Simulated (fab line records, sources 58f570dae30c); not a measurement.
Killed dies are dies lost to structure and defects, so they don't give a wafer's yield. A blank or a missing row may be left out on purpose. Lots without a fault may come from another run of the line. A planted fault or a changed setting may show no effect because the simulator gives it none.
fab line records | flow berkeley_cmos170
record lots=7 wafers=21 last_day=11
route steps=331 shown PWELL@37
lots that met no fault: from a run of the same line without faults
start_h: hours from the record's first day to the start of the lot's first wafer shown | wait_h: hours since the lot's step before | " the same as in the row above | L1.1+2: a row that stands for several wafers | - no value, or no start given | * or withheld: withheld | < > ~ a bound
route shown NAME@n: a module of which the file shows steps, and the number in the route of the first | usual: mean/standard deviation of fault-free wafers | same: alike in all rows | chamber/n: place in a boat | sites: the reading at each site | _std_site: their standard deviation | _edge_site: outer sites' mean less inner sites' | radius_mm: how far each site lies from the wafer's centre | mask NAME#n: copy n | behind: the tool/chamber that last shaped the wafer | hold: why the lot was held/for how many hours/how that ended | device: the transistor (n, p or np) that didn't switch | end of line: the same wafers' tests at the end of the route | a step without rows: its recipe alone | killed: dies lost to structure and defects at the first sort, not the wafer's yield | map: a wafer's dies, x killed, . not, _ none there
set.NAME: the setting as run; set.NAME@STEP: as run at that earlier step | model.NAME: the simulator's own value behind a step, which no gauge read
lots at some steps of the route; a table a step, a row a wafer
services: from which hour (start_h, from the record's first day; less than 0 if before it) a tool's chamber was out of use, for how many hours, and why
## steps
# step UCB170_PWELL_THK_MEAS_03
# recipe reads=SiO2_of_PWELL_OXIDATION_02
# usual PWELL_OXIDE_THK=26.2/0.44
# columns lot.wafer tool chamber start_h wait_h PWELL_OXIDE_THK[nm]
L962.3 film_metro-01 - 42.43 0.0 25.2
L962.4 " - " " 25.5
L962.5 " - " " 25.2
L967.2 film_metro-01 - 66.78 0.0 26.6
L967.4 " - " " 26.4
L967.5 " - " " 26.2
L969.1 film_metro-03 - 86.65 0.0 27.0
L969.3 " - " " 26.5
L969.4 " - " " 27.0
L971.2 film_metro-01 - 92.01 0.0 25.9
L971.3 " - " " 25.8
L971.6 " - " " 25.8
L974.1 film_metro-03 - 111.56 0.0 26.6
L974.4 " - " " 26.8
L974.6 " - " " 27.1
L975.3 film_metro-04 - 111.58 0.0 26.0
L975.4 " - " " 25.3
L975.6 " - " " 25.3
L976.1 film_metro-03 - 121.29 0.0 26.4
L976.2 " - " " 26.7
L976.3 " - " " 25.9
# step UCB170_PWELL_ANNEAL_04
# recipe temp_c=1000 time_s=900 ambient=N2
# step UCB170_PWELL_CVD_05
# recipe material=Si3N4 target_thk_nm=220 temp_c=800 precursor=SiH2Cl2/NH3 time_s=3300 pressure_mtorr=200 sih2cl2_flow_sccm=25 nh3_flow_sccm=75
# step UCB170_PWELL_THK_MEAS_06
# recipe reads=Si3N4_of_PWELL_CVD_05
# usual PWELL_NITRIDE_THK=219.3/2.2
# columns lot.wafer tool chamber start_h wait_h PWELL_NITRIDE_THK[nm]
L962.3 film_metro-03 - 48.26 0.0 220.0
L962.4 " - " " 219.2
L962.5 " - " " 218.0
L967.2 film_metro-04 - 74.92 0.0 221.5
L967.4 " - " " 220.7
L967.5 " - " " 222.2
L969.1 film_metro-01 - 95.30 0.0 220.1
L969.3 " - " " 220.1
L969.4 " - " " 221.6
L971.2 film_metro-04 - 95.40 0.1 216.6
L971.3 " - " " 218.9
L971.6 " - " " 217.3
L974.1 film_metro-04 - 120.91 0.0 215.2
L974.4 " - " " 215.6
L974.6 " - " " 214.8
L975.3 film_metro-01 - 120.93 0.0 213.9
L975.4 " - " " 216.0
L975.6 " - " " 215.2
L976.1 film_metro-04 - 130.54 0.0 220.6
L976.2 " - " " 220.0
L976.3 " - " " 219.8
# step UCB170_PWELL_HMDS_07
# recipe prime_time_s=60 prime_temp_c=100
# step UCB170_PWELL_COAT_08
# recipe resist=KrF spin_rpm=1500 resist_thk_nm=900
# step UCB170_PWELL_SOFTBAKE_09
# recipe resist=KrF temp_c=130 time_s=60
# step UCB170_PWELL_EXPOSE_10
# recipe mask_id=PWELL target_cd_nm=3000 na=0.5 sigma_outer=0.6 source_shape=conventional dose_mj=19
# step UCB170_PWELL_PEB_11
# recipe peb_temp_c=130 peb_time_s=withheld resist=KrF
# step UCB170_PWELL_DEVELOP_12
# recipe developer=TMAH develop_time_s=45 resist=KrF dev_temp_c=21
# step UCB170_PWELL_OVL_MEAS_13
# usual PWELL_OVL=-1/5.5
# columns lot.wafer tool chamber start_h wait_h PWELL_OVL[nm]
L962.3 overlay-02 - 49.16 - -11
L962.4 " - " " -13
L962.5 " - " " -4
L967.2 overlay-02 - 76.62 - 6
L967.4 " - " " 7
L967.5 " - " " -3
L969.1 overlay-02 - 96.53 - -1
L969.3 " - " " 7
L969.4 " - " " 8
L971.2 overlay-02 - 97.02 - -7
L971.3 " - " " -14
L971.6 " - " " -3
L975.3 overlay-01 - 122.04 - -6
L975.4 " - " " -11
L975.6 " - " " -6
L974.1 overlay-02 - 122.27 - 6
L974.4 " - " " 10
L974.6 " - " " 15
L976.1 overlay-01 - 132.01 - 3
L976.2 " - " " -5
L976.3 " - " " 1
# step UCB170_PWELL_ETCH_14
# recipe chemistry=CH3F/Ar/O2 target=Si3N4 stop_on=SiO2 CH3F_flow_sccm=20 Ar_flow_sccm=50 O2_flow_sccm=7 pressure_mtorr=50 rf_w=450 target_depth_a=2420 over_etch_frac=0.1 time_s=151
# usual drypump_motor_current_A=5.7/0.46 oes_product_au=0.940/0.019 throttle_valve_pct=8.01/0.084
# columns lot.wafer tool chamber start_h wait_h drypump_motor_current_A oes_product_au rf_hours_counter_h throttle_valve_pct
L962.3 rie_diel-04 2 49.18 0.0 5.5 0.957 115 8.06
L962.4 " 3 " " 6.6 0.923 14 7.99
L962.5 " 0 " " 5.9 0.953 - 7.98
L967.2 rie_diel-01 2 76.65 0.0 6.4 0.982 60 7.99
L967.4 " 0 " " 5.9 0.928 18 8.12
L967.5 " 1 " " 5.8 0.928 - 7.82
L969.1 rie_diel-04 0 96.57 0.0 5.9 0.957 68 7.98
L969.3 " 3 " " 6.6 0.929 16 8.00
L969.4 " 2 " " 5.5 0.961 117 8.07
L971.2 rie_diel-04 2 97.05 0.0 5.5 0.943 117 8.07
L971.3 " 0 " " 5.9 0.949 68 7.98
L971.6 " 1 " " 4.8 0.934 - 7.96
L975.3 rie_diel-04 1 122.06 0.0 4.9 0.912 70 7.97
L975.4 " 2 " " 5.5 0.950 118 8.06
L975.6 " 0 " " 5.9 0.940 - 7.98
L974.1 rie_diel-03 3 122.30 0.0 5.4 0.939 16 7.87
L974.4 " 0 " " 5.9 0.921 6 8.03
L974.6 " 1 " " 5.2 0.940 - 8.10
L976.1 rie_diel-03 1 132.05 0.0 5.2 0.956 115 8.08
L976.2 " 2 " " 5.8 0.917 104 8.10
L976.3 " 3 " " 5.5 0.962 17 7.86
# step UCB170_PWELL_IMPLANT_15
# recipe species=B dose_cm2=5e+12 energy_kev=60 tilt_deg=7
# usual implant_ion_amu=11/0
# columns lot.wafer tool chamber start_h wait_h implant_ion_amu model.implant.rp_nm model.implant.drp_nm
L962.3 implanter-01 0 49.33 0.1 11 191.4 64.7
L962.4 " 0 " " 11 191.4 64.7
L962.5 " 0 " " 11 191.4 64.7
L967.2 implanter-01 0 76.78 0.1 11 185.6 64.7
L967.4 " 0 " " 11 185.6 64.7
L967.5 " 0 " " 11 185.6 64.7
L969.1 implanter-03 0 96.67 0.1 11 190.2 64.7
L969.3 " 0 " " 11 190.2 64.7
L969.4 " 0 " " 11 190.2 64.7
L971.2 implanter-02 0 97.18 0.1 11 189 64.7
L971.3 " 0 " " 11 189 64.7
L971.6 " 0 " " 11 189 64.7
L975.3 implanter-03 0 122.21 0.1 49 44.86 21.23
L975.4 " 0 " " 49 44.86 21.23
L975.6 " 0 " " 49 44.86 21.23
L974.1 implanter-03 0 122.40 0.1 49 44.97 21.23
L974.4 " 0 " " 49 44.97 21.23
L974.6 " 0 " " 49 44.97 21.23
L976.1 implanter-03 0 132.15 0.1 49 45 21.23
L976.2 " 0 " " 49 45 21.23
L976.3 " 0 " " 49 45 21.23
# step UCB170_PWELL_STRIP_16
# recipe chemistry=O2 power_w=400 pressure_mtorr=3500 platen_temp_c=withheld o2_flow_sccm=400 overash_fraction=0.5
# usual drypump_motor_current_A=5.8/0.6 o2_flow_sccm=400.1/1.1 oes_product_au=0.721/0.0043 strip_time_to_endpoint_s=18.13/0.08
# same overash_fraction=0.5
# columns lot.wafer tool chamber start_h wait_h drypump_motor_current_A o2_flow_sccm oes_product_au rf_hours_counter_h strip_time_to_endpoint_s
L962.3 plasma_asher-02 1 49.46 0.1 6.6 400.6 0.716 - 18.13
L962.4 " 0 " " 5.8 399.5 0.722 - 18.06
L962.5 " 0 " " 5.8 398.7 0.717 - 18.12
L967.2 plasma_asher-03 0 76.90 0.1 6.0 400.5 0.718 34 18.10
L967.4 " 0 " " 6.0 399.6 0.717 - 18.23
L967.5 " 0 " " 6.0 400.4 0.728 - 18.15
L969.1 plasma_asher-01 0 96.82 0.1 6.3 400.8 0.722 32 18.09
L969.3 " 1 " " 5.1 397.9 0.727 - 18.04
L969.4 " 0 " " 6.3 399.7 0.720 - 18.17
L971.2 plasma_asher-01 0 97.30 0.1 6.3 403.1 0.719 32 18.17
L971.3 " 0 " " 6.3 401.8 0.718 - 18.21
L971.6 " 0 " " 6.3 401.8 0.731 - 18.10
L975.3 plasma_asher-01 1 122.34 0.1 5.2 399.4 0.725 - 18.16
L975.4 " 0 " " 6.3 400.6 0.717 - 18.20
L975.6 " 1 " " 5.1 400.6 0.722 - 18.11
L974.1 plasma_asher-03 0 122.55 0.1 6.0 400.2 0.712 37 18.08
L974.4 " 0 " " 6.0 399.1 0.722 - 18.21
L974.6 " 0 " " 6.0 399.9 0.721 - 18.07
L976.1 plasma_asher-02 1 132.30 0.1 6.5 399.1 0.728 42 18.07
L976.2 " 0 " " 5.8 399.3 0.719 42 18.05
L976.3 " 1 " " 6.5 398.9 0.723 - 18.06
# step UCB170_PWELL_TW_MEAS_17
# usual PWELL_TW=379/3.4
# columns lot.wafer tool chamber start_h wait_h PWELL_TW
L962.3 film_metro-03 - 49.55 0.1 382
L962.4 " - " " 383
L962.5 " - " " 384
L967.2 film_metro-01 - 77.05 0.1 381
L967.4 " - " " 382
L967.5 " - " " 382
L969.1 film_metro-03 - 96.92 0.1 384
L969.3 " - " " 382
L969.4 " - " " 381
L971.2 film_metro-01 - 97.41 0.1 379
L971.3 " - " " 379
L971.6 " - " " 377
L975.3 film_metro-01 - 122.43 0.1 645
L975.4 " - " " 651
L975.6 " - " " 646
L974.1 film_metro-03 - 122.65 0.1 648
L974.4 " - " " 646
L974.6 " - " " 647
L976.1 film_metro-04 - 132.40 0.1 635
L976.2 " - " " 636
L976.3 " - " " 635
# step UCB170_PWELL_CLEAN_18
# recipe chemistry=SPM temp_c=120 time_s=600
## services
# columns tool chamber start_h hours kind
implanter-02 - 44.08 5.5 pm
rie_diel-01 3 48.43 - clean
rie_diel-01 3 48.43 19.2 scheduled_down
rie_diel-01 3 48.43 19.2 vent_cycle
plasma_asher-02 - 54.22 1.2 repair
rie_diel-01 0 64.34 4.2 repair
rie_diel-03 - 82.12 0.2 repair
plasma_asher-02 - 83.79 7.9 repair
rie_diel-01 1 86.96 57.7 repair
plasma_asher-03 - 90.93 17.6 repair
implanter-01 - 91.65 4.5 pm
rie_diel-04 - 92.41 0.4 repair
implanter-02 - 97.66 106.0 repair
rie_diel-04 1 99.20 17.9 repair
plasma_asher-01 - 105.83 2.8 pm
rie_diel-01 - 108.10 1.7 repair
## key
first_sign step=UCB170_PWELL_IMPLANT_15 reading=implant_ion_amu direction=up sigmas=99+ usual=11 struck=49
effect step=UCB170_PWELL_TW_MEAS_17 reading=PWELL_TW direction=up sigmas=77 usual=379 struck=643
model_effect step=UCB170_PWELL_IMPLANT_15 value=implant.rp_nm without=191.3 struck=44.95
met_at UCB170_PWELL_IMPLANT_15
struck_wafers L974.1,L974.4,L974.6,L975.3,L975.4,L975.6,L976.1,L976.2,L976.3
tester_left_out L974,L975,L976
fault kind=wrong_recipe_download tool=implanter-01,implanter-02,implanter-03 chamber=- onset_h=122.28 steps=UCB170_PWELL_IMPLANT_15 wrong_recipe.not_listed=1
# tester_left_out: of these lots the tester's yield and bins aren't shown, on N5 and GAA mostly nor the transistor test; their killed dies are dies lost to structure and defects alone, not to doping, threshold or leakage, so they don't give the yield
